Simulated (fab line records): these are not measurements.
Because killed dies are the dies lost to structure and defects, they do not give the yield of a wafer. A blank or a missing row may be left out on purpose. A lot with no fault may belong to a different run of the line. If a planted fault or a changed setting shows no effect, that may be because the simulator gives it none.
One fault through the eyes of 2 desks + flow berkeley_cmos170 + each desk has only its own numbers; what lay behind them comes last

FOR THE TOOL OWNER'S DESK: rie_diel-04
The tool's own readings at UCB170_M1_ETCH_11 (etches BARC in N2/H2): means of the sampled wafers that have a number, for each lot that ran on this tool. If a lot's mean is further than 4 standard deviations from the usual mean, the lot is out of limits and carries the mark OUT (the distance appears in the brackets).
Columns: A = bias_w at UCB170_M1_ETCH_11, usual 100.0 W; B = drypump_motor_current_A at UCB170_M1_ETCH_11, usual 5.7 A; C = oes_product_au at UCB170_M1_ETCH_11, usual 0.993 a.u.; D = throttle_valve_pct at UCB170_M1_ETCH_11, usual 13.28 %
| lot  | first seen here | A     | B   | C               | D     |
|------|-----------------|-------|-----|-----------------|-------|
| L133 | day 7 16:23     | 100.5 | 5.5 | 1.002           | 13.24 |
| L149 | day 10 12:22    | 100.0 | 5.6 | 1.009           | 13.38 |
| L152 | day 11 12:52    | 99.9  | 5.5 | 1.455 (+20) OUT | 13.25 |
| L153 | day 12 00:05    | 99.9  | 5.2 | 1.430 (+19) OUT | 13.39 |
Finding of this desk: L152, L153 out of limits; the first was L152 at day 11 12:52, on oes_product_au at UCB170_M1_ETCH_11. L133, L149: within limits.

FROM THE METROLOGY DESK
What the gauges read for every lot (on any tool): the sampled wafers with a number, averaged. If a lot's mean is further than 4 standard deviations from the usual mean, the lot is out of limits and carries the mark OUT (the distance appears in the brackets).
Columns: A = M1_AL_RS at UCB170_M1_RS_MEAS_01, usual 0.0485 ohm/sq; B = M1_AL_THK at UCB170_M1_THK_MEAS_02, usual 601 nm; C = cd_nm at UCB170_M1_CD_MEAS_09, usual 699.7 nm; D = M1_OVL at UCB170_M1_OVL_MEAS_10, usual -2 nm
| lot  | first seen here | A      | B   | C     | D  |
|------|-----------------|--------|-----|-------|----|
| L133 | day 7 14:53     | 0.0480 | 609 | 699.3 | 2  |
| L149 | day 10 10:34    | 0.0486 | 604 | 702.6 | -4 |
| L152 | day 11 11:37    | 0.0487 | 602 | 699.9 | 3  |
| L153 | day 11 22:45    | 0.0482 | 607 | 701.0 | -2 |
| L155 | day 12 00:44    | 0.0485 | 603 | 698.1 | -8 |
| L156 | day 12 09:40    | 0.0486 | 597 | 700.0 | -2 |
This desk's finding: nothing out of limits on any of the 6 lots.

BROUGHT TOGETHER
The tool owner's desk had the chance to raise an alarm at day 11 12:52 on L152, L153.
The metrology desk saw nothing out of limits.
The metrology desk holds a record of L152, L153, inside its limits.
All the named lots went through UCB170_M1_ETCH_11 on rie_diel-04.

WHAT THE SIMULATOR HAD INSERTED
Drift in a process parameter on rie_diel-04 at UCB170_M1_ETCH_11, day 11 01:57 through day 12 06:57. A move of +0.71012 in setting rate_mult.
Lots struck among those shown: L152, L153.
Delay in hours, fault start to first out-of-limits reading, by desk: the tool owner's desk at 11.
